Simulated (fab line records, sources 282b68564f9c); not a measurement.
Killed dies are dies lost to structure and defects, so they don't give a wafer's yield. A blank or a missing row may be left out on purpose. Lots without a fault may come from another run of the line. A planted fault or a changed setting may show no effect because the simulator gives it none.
A struck lot beside a sound one | flow rit_cmos | 15 steps out of a route of 202
Sound: wafers L720.1, L720.5, L720.6. Struck: wafers L712.2, L712.4, L712.5. The cause comes at the end.
At each step with rows: each side's tool, then ch and its chambers, then its first start. Under that, the readings that differ: sound wafers | struck wafers | difference of the means | sigmas: that difference in standard deviations of wafers without a fault.
alike: readings whose means differ by less than 2 such deviations, and words and numbers that are the same on both sides. not compared: withheld readings, readings that some wafer has no value for, bounds like >300 that may hide the same value, and numbers for which the record gives no deviation and whose values overlap.
The two part at a step that has a row with sigmas, a row that says differs or no value, or rows on one side only. Numbers that don't overlap but have no deviation are shown without sigmas and don't part them. A reading that every wafer of one side lacks parts them only if that side has two wafers or more.

RIT_GATE_THK_MEAS_07:
  sound on film_metro-04, day 5 17:51; struck on film_metro-04, day 4 01:29
  alike: GATE_OXIDE_THK
then, 1 step without rows for these wafers: RIT_GATE_CVD_08 (deposits poly-Si from SiH4, target thk 250 nm, time 2220 s).
RIT_GATE_THK_MEAS_09:
  sound on film_metro-03, day 5 19:32; struck on film_metro-01, day 4 03:10
  alike: GATE_POLY_THK
then, 6 steps without rows for these wafers: RIT_GATE_HMDS_10 (prime time 60 s); RIT_GATE_COAT_11 (resist thk 850 nm); RIT_GATE_SOFTBAKE_12 (time 60 s); RIT_GATE_EXPOSE_13 (exposes mask M6, target cd 150 nm); RIT_GATE_PEB_14; RIT_GATE_DEVELOP_15 (develop time 50 s).
RIT_GATE_CD_MEAS_16: target cd 150 nm.
  sound on cd_sem-01, day 5 20:34; struck on cd_sem-01, day 4 04:05
  alike: cd_nm
RIT_GATE_OVL_MEAS_17:
  sound on overlay-02, day 5 20:41; struck on overlay-01, day 4 04:11
  reading       | sound       | struck         | difference | sigmas
  GATE_OVL (nm) | 2.5 2.7 3.1 | -0.1 -1.1 -0.6 | -3.4       | -2
then, 1 step without rows for these wafers: RIT_GATE_HARDBAKE_18 (time 60 s).
RIT_GATE_ETCH_19: etches poly-Si in SF6/CHF3/O2, stops on SiO2, time 165 s, target depth 312.5 nm.
  sound on rie_si-01 ch 0,1,3, day 5 20:52; struck on rie_si-01 ch 2,3, day 4 04:27
  no value came back on the struck wafers for any of 6 readings (CHF3_flow_sccm (sccm), O2_flow_sccm (sccm) and others); on the sound wafers CHF3_flow_sccm (sccm) reads 29.92 29.92 29.99
  reading                                     | sound             | struck            | difference | sigmas
  model.NOVOLAK_of_GATE_COAT_11.thk_nm (nm)   | 673.3 665.2 670.8 | 752 752.5 750.5   | +82        |
  model.SiO2_of_FOX2_OXIDATION_00.thk_nm (nm) | 236.1 241.8 241.4 | 261.9 264.1 253.1 | +19.9      |
  not compared: rf_hours_counter_h
RIT_GATE_STRIP_20: strips in O2, time 180 s.
  sound on plasma_asher-04 ch 0,1, day 5 20:59; struck on plasma_asher-02 ch 0,1, day 4 04:34
  alike: chamber_pressure_mTorr, drypump_motor_current_A
  not compared: rf_hours_counter_h
RIT_GATE_CD_MEAS_90: target cd 150 nm.
  sound on cd_sem-01, day 5 21:09; struck on cd_sem-01, day 4 04:45
  reading    | sound             | struck | difference                    | sigmas
  cd_nm (nm) | 150.1 148.4 148.9 | - - -  | no value on the struck wafers |

WHERE THEY PART
First at RIT_GATE_OVL_MEAS_17; last, within this record, at RIT_GATE_CD_MEAS_90.

WHY: what the simulator had put in
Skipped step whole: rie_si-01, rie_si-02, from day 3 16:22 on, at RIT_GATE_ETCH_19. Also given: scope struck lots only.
